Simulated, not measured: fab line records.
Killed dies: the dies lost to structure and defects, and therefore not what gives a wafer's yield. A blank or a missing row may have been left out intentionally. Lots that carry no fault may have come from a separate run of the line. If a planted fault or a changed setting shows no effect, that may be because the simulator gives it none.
Which tool did it?	flow rit cmos	21 wafers from 7 lots sampled at 2 of the route's 202 steps

## WHAT EACH GAUGE READ, for each wafer
Not one reading of a measure or inspect step in the record can be checked against a usual standard deviation.

## WHAT TOOL EACH LOT RAN ON (gives the tool, then ch and the chambers of the sampled wafers, and finally the start)
lot	RIT_M1_ANNEAL_15	RIT_M1_PROBE_99
L313	furnace-02 ch 0, day 3 17:43	-
L314	furnace-02 ch 0, day 3 23:11	-
L315	furnace-02 ch 0, day 4 00:41	-
L316	furnace-02 ch 0, day 4 06:50	-
L317	furnace-02 ch 0, day 4 10:22	-
L323	furnace-02 ch 0, day 5 22:22	prober-02, day 6 00:05
L324	furnace-02 ch 0, day 6 02:45	-
- RIT_M1_ANNEAL_15: time 1800 s.
- RIT_M1_PROBE_99

## WHAT THE TOOLS THEMSELVES READ (means of the sampled wafers that have a number; where no wafer has one, the mark that the record gives instead)
RIT_M1_ANNEAL_15.
lot	tool	spike tc centre C (C)	spike tc load C (C)	spike tc source C (C)	tube center temp C (C)	tube_center_temp_C_max	zone power centre pct (%)	zone power load pct (%)	zone power source pct (%)
L313	furnace-02	453.5	468.6	465.1	450	451.27	19.54	6.39	8.38
L314	furnace-02	453.8	467.7	466.3	450	451.23	19.61	6.39	8.37
L315	furnace-02	454.1	467.5	465.3	450	451.21	19.52	6.36	8.37
L316	furnace-02	453.3	470.0	464.6	450	451.04	19.40	6.39	8.42
L317	furnace-02	453.3	470.2	466.1	450	451.05	19.46	6.43	8.46
L323	furnace-02	523.6	540.8	536.9	520	521.09	22.90	8.19	10.63
L324	furnace-02	525.0	539.9	536.8	520	521.24	22.59	8.13	10.66

RIT_M1_PROBE_99.
lot	tool	defect limited yield (%)	killed_at_M0_to_M3	killed at front end	killed dies	killed open	killed short	sort_bin_3_pad_short (%)	sort_bin_5_function (%)	sort_bin_6_memory (%)	sort n pass	sort yield pct (%)
L323	prober-02	98.7	0.3	3	3	2.0	1.3	0.0	1.0	0.3	261	98.7

## THE ANSWER, worked out from the rows above alone
Rule: the lots themselves supply what counts as usual. Put in order of their means at a reading, lots are off if they are a third of the lots or fewer, leave a main group of 4 or more, and stand apart from it by a gap of 3 or more times the standard deviation of the main group's means; of several such gaps the widest counts. If all means in a main group match to the digits the tables above print for the reading, that group is not used. A lot without any number at a reading at which 4 lots or more have one is off too. All remaining lots with rows at the step are treated as sound. First the gauges in route order, then the tools' own readings, where a lot's mean is used as printed above. At the first step where some lot is off, the reading lying furthest off is the one used; lots without a number count as furthest.
Off, at RIT_M1_ANNEAL_15 on tube_center_temp_C_max: L323, L324. The main group: mean 451.16, standard deviation 0.096.
If a tool, at that step or one of the process steps before it, ran each lot that is off and ran no sound lot following the first of them, it fits. One fits: RIT_M1_ANNEAL_15 on furnace-02. Its last sound lot is L317 (day 4 10:22), its first lot that is off L323 (day 5 22:22): a fault that began between those two fits.
The tool's own readings at RIT_M1_ANNEAL_15 bear it out: on the lots that are off they differ by more than 5 times the standard deviation of the sound lots' means. spike tc centre C reads 524.3 C there against 453.6 C on the sound lots; spike tc load C reads 540.3 C there against 468.8 C on the sound lots; spike tc source C reads 536.8 C there against 465.5 C on the sound lots; tube center temp C reads 520 C there against 450 C on the sound lots; tube_center_temp_C_max reads 521.16 there against 451.16 on the sound lots; zone power centre pct reads 22.74 % there against 19.51 % on the sound lots; zone power load pct reads 8.16 % there against 6.39 % on the sound lots; zone power source pct reads 10.64 % there against 8.40 % on the sound lots.

## WHAT THE SIMULATOR PUT IN
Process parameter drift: furnace-02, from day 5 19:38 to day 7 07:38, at RIT_M1_ANNEAL_15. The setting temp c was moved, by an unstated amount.
Shown lots that were struck: L323, L324. The rule above found the same.
